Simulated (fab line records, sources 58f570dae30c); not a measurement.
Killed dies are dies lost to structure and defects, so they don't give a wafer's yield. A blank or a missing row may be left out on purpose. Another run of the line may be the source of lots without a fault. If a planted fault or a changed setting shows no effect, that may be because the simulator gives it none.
Comparing a struck lot with a sound one    flow berkeleyCmos170    18 out of 331 route steps
Sound: these wafers, L274.2, L274.3, L274.6. The struck wafers were L260.2, L260.5, L260.6. The cause is named last.
Order at every step that has rows: each side's tool, ch and its chambers, its first start. Under that, the readings that differ: sound wafers    struck wafers    difference of the means    sigmas: that difference in standard deviations of wafers without a fault.
alike: words and numbers the same on both sides, and readings whose means are apart by under 2 such deviations; not compared: readings that were withheld, readings missing a value for some wafer, numbers with overlapping values and no deviation given by the record, and bounds like >300 which may hide the same value.
The two part at a step that has a row with sigmas, a row that says differs or no value, or rows on one side only. Numbers that have no deviation but don't overlap get no sigmas and don't part them. A reading that every wafer of one side lacks parts them only if that side has two wafers or more.

first, 1 step without rows for these wafers: UCB170_CONTACT_CLEAN_20 (cleans in SPM, time 600 s).
UCB170_M1_SPUTTER_00: material Al, target thk 600 nm, time 80 s.
  sound: pvdSputter-03 at day 12 11:23; struck: pvdSputter-02 at day 9 19:40
  alike: throttleValvePct
UCB170_M1_RS_MEAS_01: a four-point-probe measurement.
  sound: filmMetro-03 at day 12 11:28; struck: filmMetro-04 at day 9 19:44
reading            sound                 struck                difference  sigmas
M1_AL_RS (ohm/sq)  0.0470 0.0470 0.0471  0.0481 0.0483 0.0487  +0.0013     +2
UCB170_M1_THK_MEAS_02: measures by xrf.
  sound: filmMetro-03 at day 12 11:35; struck: filmMetro-04 at day 9 19:51
  alike: M1_AL_THK
then, 6 steps without rows for these wafers: UCB170_M1_COAT_03; UCB170_M1_COAT_04 (resist thk 900 nm); UCB170_M1_SOFTBAKE_05 (time 60 s); UCB170_M1_EXPOSE_06 (exposes mask METAL1, target cd 700 nm); UCB170_M1_PEB_07; UCB170_M1_DEVELOP_08 (develop time 45 s).
UCB170_M1_CD_MEAS_09: target cd 700 nm.
  sound: cdSem-02 at day 12 13:01; struck: cdSem-01 at day 9 21:03
  alike: cdNm
UCB170_M1_OVL_MEAS_10:
  sound: overlay-02 at day 12 13:07; struck: overlay-02 at day 9 21:10
  alike: M1_OVL
UCB170_M1_ETCH_11: etches BARC in N2/H2.
  sound on rieDiel-04 ch 1,3, day 12 13:08; struck on rieDiel-04 ch 1,2,3, day 9 21:11
  no value came back on the struck wafers for any of 5 readings (biasW (W), chamberPressureMTorr (mTorr) and others); on the sound wafers biasW (W) reads 100.23 99.77 100.25
UCB170_M1_METAL_ETCH_12: etches Al in Cl2/BCl3, stops on PSG, target depth 780 nm, time 134.2 s.
  sound on rieMetal-03 ch 0,1, day 12 13:11; struck on rieMetal-03 ch 0,1, day 9 21:14
reading              sound              struck             difference  sigmas
oesProductAu (a.u.)  0.887 0.871 0.880  0.385 0.377 0.372  -0.501      -42
  alike: bcl3FlowSccm, chamberPressureMTorr, drypumpMotorCurrentA, throttleValvePct
  not compared: rfHoursCounterH
UCB170_M1_STRIP_13: strips in O2.
  sound on plasmaAsher-02 ch 0, day 12 13:19; struck on plasmaAsher-03 ch 0,1, day 9 21:22
  alike: drypumpMotorCurrentA, oesProductAu
  not compared: rfHoursCounterH
UCB170_M1_CD_MEAS_90: target cd 700 nm.
  sound: cdSem-01 at day 12 13:26; struck: cdSem-02 at day 9 21:29
reading    sound              struck  difference                     sigmas
cdNm (nm)  697.7 699.3 701.2  - - -   no value on the struck wafers  
then, 1 step without rows for these wafers: UCB170_M1_ANNEAL_14 (time 1200 s).
UCB170_M3_PROBE_99:
  sound wafers here have rows in the record (prober-01, day 13 01:53); struck ones have none

## WHERE THEY PART
Last at UCB170_M3_PROBE_99 as far as this record goes, first at UCB170_M1_RS_MEAS_01.

WHY: what the simulator had put in
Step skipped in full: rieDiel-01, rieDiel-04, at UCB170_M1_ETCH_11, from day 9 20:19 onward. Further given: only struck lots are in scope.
